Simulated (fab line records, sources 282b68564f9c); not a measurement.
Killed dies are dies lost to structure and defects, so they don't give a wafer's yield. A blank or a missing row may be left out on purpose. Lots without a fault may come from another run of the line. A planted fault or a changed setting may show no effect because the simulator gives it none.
A struck lot beside a sound one | flow rit_cmos | 44 steps out of a route of 202
Sound: wafers L328.2, L328.3, L328.5. Struck: wafers L325.1, L325.2, L325.3. The cause comes at the end.
At each step with rows: each side's tool, then ch and its chambers, then its first start. Under that, the readings that differ: sound wafers | struck wafers | difference of the means | sigmas: that difference in standard deviations of wafers without a fault.
alike: readings whose means differ by less than 2 such deviations, and words and numbers that are the same on both sides. not compared: withheld readings, readings that some wafer has no value for, bounds like >300 that may hide the same value, and numbers for which the record gives no deviation and whose values overlap.
The two part at a step that has a row with sigmas, a row that says differs or no value, or rows on one side only. Numbers that don't overlap but have no deviation are shown without sigmas and don't part them. A reading that every wafer of one side lacks parts them only if that side has two wafers or more.

first, 3 steps without rows for these wafers: RIT_REOX_CLEAN_01 (cleans in dHF, time 30 s); RIT_REOX_CLEAN_02 (cleans in SC2, time 600 s); RIT_REOX_OXIDATION_03 (target thk 25.2 nm, ox time 5580 s).
RIT_REOX_THK_MEAS_04:
  sound on film_metro-02, day 5 11:56; struck on film_metro-02, day 4 21:41
  alike: REOX_OXIDE_THK
then, 6 steps without rows for these wafers: RIT_NLDD_HMDS_00 (prime time 60 s); RIT_NLDD_COAT_01 (resist thk 1000 nm); RIT_NLDD_SOFTBAKE_02 (time 60 s); RIT_NLDD_EXPOSE_03 (exposes mask M7, target cd 40700 nm); RIT_NLDD_PEB_04; RIT_NLDD_DEVELOP_05 (develop time 50 s).
RIT_NLDD_OVL_MEAS_06:
  sound on overlay-02, day 5 12:51; struck on overlay-01, day 4 22:36
  alike: NLDD_OVL
then, 1 step without rows for these wafers: RIT_NLDD_HARDBAKE_07 (time 60 s).
RIT_NLDD_IMPLANT_08:
  sound on implanter-03 ch 0, day 5 13:03; struck on implanter-01 ch 0, day 4 22:47
  reading                          | sound                         | struck                        | difference | sigmas
  dose_ions_cm2                    | 5.005e+14 5.007e+14 5.005e+14 | 9.257e+14 9.266e+14 9.252e+14 | +4.253e+14 | +99 or more
  end_station_pressure_torr (Torr) | 5.5e-06 6.6e-06 6e-06         | 7.7e-06 7.1e-06 7.1e-06       | +1.3e-06   | +4
  faraday_current_uA               | 1588 1587 1585                | 2920 2952 2845                | +1319      | +44
  alike: beam_on_s, tilt_deg
RIT_NLDD_STRIP_09: strips in O2, time 180 s.
  sound on plasma_asher-01 ch 0,1, day 5 13:11; struck on plasma_asher-01 ch 0,1, day 4 22:56
  alike: drypump_motor_current_A
  not compared: rf_hours_counter_h
RIT_NLDD_TW_MEAS_10:
  sound on film_metro-02, day 5 13:22; struck on film_metro-01, day 4 23:07
  reading | sound          | struck         | difference | sigmas
  NLDD_TW | 2456 2441 2448 | 2911 2906 2928 | +467       | +21
then, 6 steps without rows for these wafers: RIT_PLDD_HMDS_00 (prime time 60 s); RIT_PLDD_COAT_01 (resist thk 1000 nm); RIT_PLDD_SOFTBAKE_02 (time 60 s); RIT_PLDD_EXPOSE_03 (exposes mask M8, target cd 40900 nm); RIT_PLDD_PEB_04; RIT_PLDD_DEVELOP_05 (develop time 50 s).
RIT_PLDD_OVL_MEAS_06:
  sound on overlay-01, day 5 14:25; struck on overlay-01, day 5 00:23
  alike: PLDD_OVL
then, 2 steps without rows for these wafers: RIT_PLDD_HARDBAKE_07 (time 60 s); RIT_PLDD_IMPLANT_08.
RIT_PLDD_STRIP_09: strips in O2, time 180 s.
  sound on plasma_asher-01 ch 0,1, day 5 14:45; struck on plasma_asher-01 ch 0,1, day 5 00:44
  alike: drypump_motor_current_A
  not compared: rf_hours_counter_h
RIT_PLDD_TW_MEAS_10:
  sound on film_metro-02, day 5 14:56; struck on film_metro-01, day 5 00:54
  reading | sound          | struck         | difference | sigmas
  PLDD_TW | 2298 2301 2305 | 2358 2345 2353 | +51        | +2
then, 4 steps without rows for these wafers: RIT_SPACER_CLEAN_00 (cleans in SC1, time 600 s); RIT_SPACER_CLEAN_01 (cleans in dHF, time 30 s); RIT_SPACER_CLEAN_02 (cleans in SC2, time 600 s); RIT_SPACER_CVD_03 (deposits Si3N4 from SiH2Cl2/NH3, target thk 250 nm, time 3300 s).
RIT_SPACER_THK_MEAS_04:
  sound on film_metro-01, day 5 17:17; struck on film_metro-03, day 5 03:17
  alike: SPACER_NITRIDE_THK
RIT_SPACER_ETCHBACK_05: etches Si3N4 in SF6/CHF3, stops on SiO2, target depth 250 nm, time 240 s.
  sound on rie_diel-03 ch 0,2, day 5 17:20; struck on rie_diel-03 ch 1,2,3, day 5 03:20
  alike: drypump_motor_current_A, oes_product_au, throttle_valve_pct
  not compared: rf_hours_counter_h
then, 6 steps without rows for these wafers: RIT_NSD_HMDS_00 (prime time 60 s); RIT_NSD_COAT_01 (resist thk 1000 nm); RIT_NSD_SOFTBAKE_02 (time 60 s); RIT_NSD_EXPOSE_03 (exposes mask M9, target cd 40700 nm); RIT_NSD_PEB_04; RIT_NSD_DEVELOP_05 (develop time 50 s).
RIT_NSD_OVL_MEAS_06:
  sound on overlay-02, day 5 18:20; struck on overlay-01, day 5 04:20
  alike: NSD_OVL
then, 2 steps without rows for these wafers: RIT_NSD_HARDBAKE_07 (time 60 s); RIT_NSD_IMPLANT_08.
RIT_NSD_STRIP_09: strips in O2, time 180 s.
  sound on plasma_asher-01 ch 0, day 5 18:40; struck on plasma_asher-04 ch 0,1, day 5 04:41
  alike: drypump_motor_current_A
  not compared: rf_hours_counter_h
RIT_SDANNEAL_RS_MEAS_07: measures by four-point-probe.
  sound on film_metro-02, day 5 21:16; struck on film_metro-02, day 5 07:29
  reading          | sound             | struck         | difference | sigmas
  NLDD_RS (ohm/sq) | 151.6 151.6 151.3 | 92.1 92.2 91.9 | -59.4      | -99 or more
RIT_M1_PROBE_99:
  sound on prober-01, day 6 04:15; struck on prober-01, day 5 14:23
  reading                             | sound             | struck            | difference | sigmas
  model.etest.nmos_0p3.r_on_ohm_um    | 2120 2143 2140    | 1906 1954 1928    | -205       |
  model.etest.nmos_0p15.r_on_ohm_um   | 1082 1097 1079    | 857.3 867.5 839.9 | -231.1     |
  model.etest.nldd.rs_ohm_sq          | 381.9 389 391.1   | 217.4 221.9 215.5 | -169.1     |
  model.etest.nmos_turned.drive_ua_um | 341.1 336.2 326.7 | 450.6 449 453.9   | +116.5     |
  model.etest.nmos_0p15.drive_ua_um   | 503.4 492.9 500.3 | 565.4 559.9 571.2 | +66.6      |
  model.etest.nldd.line_ohm_um        | 121.3 123.8 123.5 | 69.47 69.69 68.8  | -53.55     |
  model.etest.nmos_narrow.drive_ua_um | 226 226.3 225.8   | 236.9 235.4 235.3 | +9.8       |
  model.etest.nmos_0p3.drive_ua_um    | 230.8 229.8 228.3 | 238.6 234.9 236   | +6.9       |
  alike: killed_at_contacts, killed_at_front_end, killed_dies, killed_on_rim, killed_open, killed_short

WHERE THEY PART
First at RIT_NLDD_IMPLANT_08; last, within this record, at RIT_SDANNEAL_RS_MEAS_07. Later steps at which nothing parts them and some readings are alike: RIT_M1_PROBE_99.

WHY: what the simulator had put in
Process parameter drift: implanter-01, from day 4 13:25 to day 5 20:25, at RIT_NLDD_IMPLANT_08. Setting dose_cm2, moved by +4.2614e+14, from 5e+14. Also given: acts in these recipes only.
